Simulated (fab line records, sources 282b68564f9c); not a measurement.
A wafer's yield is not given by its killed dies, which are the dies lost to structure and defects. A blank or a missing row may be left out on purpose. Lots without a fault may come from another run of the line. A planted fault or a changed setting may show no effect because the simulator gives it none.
Which tool is to blame? ; flow ritCmos ; 14 lots, 42 wafers sampled, at 2 steps of a route of 202

WHAT THE GAUGES READ, wafer by wafer
Not one reading of a measure or inspect step in the record can be checked against a usual standard deviation.

TOOL THAT RAN EACH LOT (tool first, then ch and the chambers of the sampled wafers, then the start)
lot;RIT_GATE_COAT_11;RIT_M1_PROBE_99
L120;lithoTrack-04 ch 0, day 2 13:25;-
L122;lithoTrack-01 ch 0, day 3 01:34;-
L123;lithoTrack-01 ch 0, day 3 05:35;-
L124;lithoTrack-04 ch 0, day 3 11:41;-
L126;lithoTrack-04 ch 0, day 3 23:31;-
L128;lithoTrack-01 ch 0, day 4 07:38;-
L129;lithoTrack-03 ch 0, day 4 15:33;prober-02, day 5 12:29
L130;lithoTrack-03 ch 0, day 4 18:05;-
L135;lithoTrack-04 ch 0, day 6 03:52;prober-01, day 7 09:56
L136;lithoTrack-04 ch 0, day 6 19:34;prober-02, day 7 21:43
L138;lithoTrack-01 ch 0, day 7 01:25;-
L141;lithoTrack-03 ch 0, day 7 16:28;prober-01, day 8 16:25
L143;lithoTrack-03 ch 0, day 8 02:28;prober-02, day 9 02:20
L142;lithoTrack-01 ch 0, day 8 02:55;prober-01, day 9 03:50
- RIT_GATE_COAT_11: resist thk 850 nm.
- RIT_M1_PROBE_99

WHAT THE TOOLS THEMSELVES READ (means of the sampled wafers that have a number; where no wafer has one, the mark that the record gives instead)
RIT_GATE_COAT_11. Usual: chillPlateTempC 23.01 C, standard deviation 0.12; resistLineTempC 22.98 C, standard deviation 0.12; spinSpeedRpm 4250 rpm, standard deviation 3.3.
lot;tool;chillPlateTempC (C);resistLineTempC (C);spinSpeedRpm (rpm);flag
L120;lithoTrack-04;23.14;22.93;4249;
L122;lithoTrack-01;22.95;22.97;4251;
L123;lithoTrack-01;23.13;22.92;4252;
L124;lithoTrack-04;23.05;23.05;4251;
L126;lithoTrack-04;23.06;23.05;4253;
L128;lithoTrack-01;23.22;22.96;4248;
L129;lithoTrack-03;23.07;23.03;4250;
L130;lithoTrack-03;22.98;22.99;4251;
L135;lithoTrack-04;22.94;22.95;4463;OFF
L136;lithoTrack-04;23.03;23.18;4467;OFF
L138;lithoTrack-01;22.99;22.79;4246;
L141;lithoTrack-03;23.04;22.95;4246;
L143;lithoTrack-03;23.08;23.00;4251;
L142;lithoTrack-01;22.93;23.03;4248;

RIT_M1_PROBE_99. Usual: killedAtContacts 0.1, standard deviation 0.3; killedAtFrontEnd 7, standard deviation 3.1; killedDies 7, standard deviation 3.1; killedOpen 3.8, standard deviation 2.3; killedShort 3.2, standard deviation 1.9.
lot;tool;killedAtContacts;killedAtFrontEnd;killedDies;killedOpen;killedShort;flag
L129;prober-02;0.3;5;5;3.0;2.0;
L135;prober-01;0.0;6;6;2.3;3.7;
L136;prober-02;0.0;7;7;6.0;1.0;
L141;prober-01;0.0;6;6;4.0;2.0;
L143;prober-02;0.0;7;7;4.7;2.0;
L142;prober-01;0.3;6;6;3.0;3.3;

THE ANSWER, worked out from the rows above alone
Rule: a lot counts as off when the mean over its wafers that have a number is more than 3 standard deviations away from the usual mean. Also off: a lot with no number at a reading for which 4 or more lots have one. Any other lot the step has rows for is counted as sound. First the gauges in route order, then the tools' own readings, where a lot's mean is used as printed above. At the first step where some lot is off, the reading lying furthest off is the one used; lots without a number count as furthest.
Off, at RIT_GATE_COAT_11 on spinSpeedRpm: L135, L136.
If a tool, at that step or one of the process steps before it, ran each lot that is off and ran no sound lot following the first of them, it fits. One fits: lithoTrack-04 at RIT_GATE_COAT_11. A fault onset in the window from L126 (day 3 23:31, its last sound lot) to L135 (day 6 03:52, its first lot off) fits.
On the lots that are off, the tool's own readings at RIT_GATE_COAT_11 differ by more than 5 times the standard deviation of the sound lots' means, which bears it out; spinSpeedRpm reads 4465 rpm there versus 4250 rpm on the sound lots.

WHAT THE SIMULATOR PUT IN
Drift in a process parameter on lithoTrack-04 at RIT_GATE_COAT_11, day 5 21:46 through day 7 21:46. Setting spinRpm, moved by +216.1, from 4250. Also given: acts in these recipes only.
Lots struck among those shown: L135, L136. The rule above found the same.
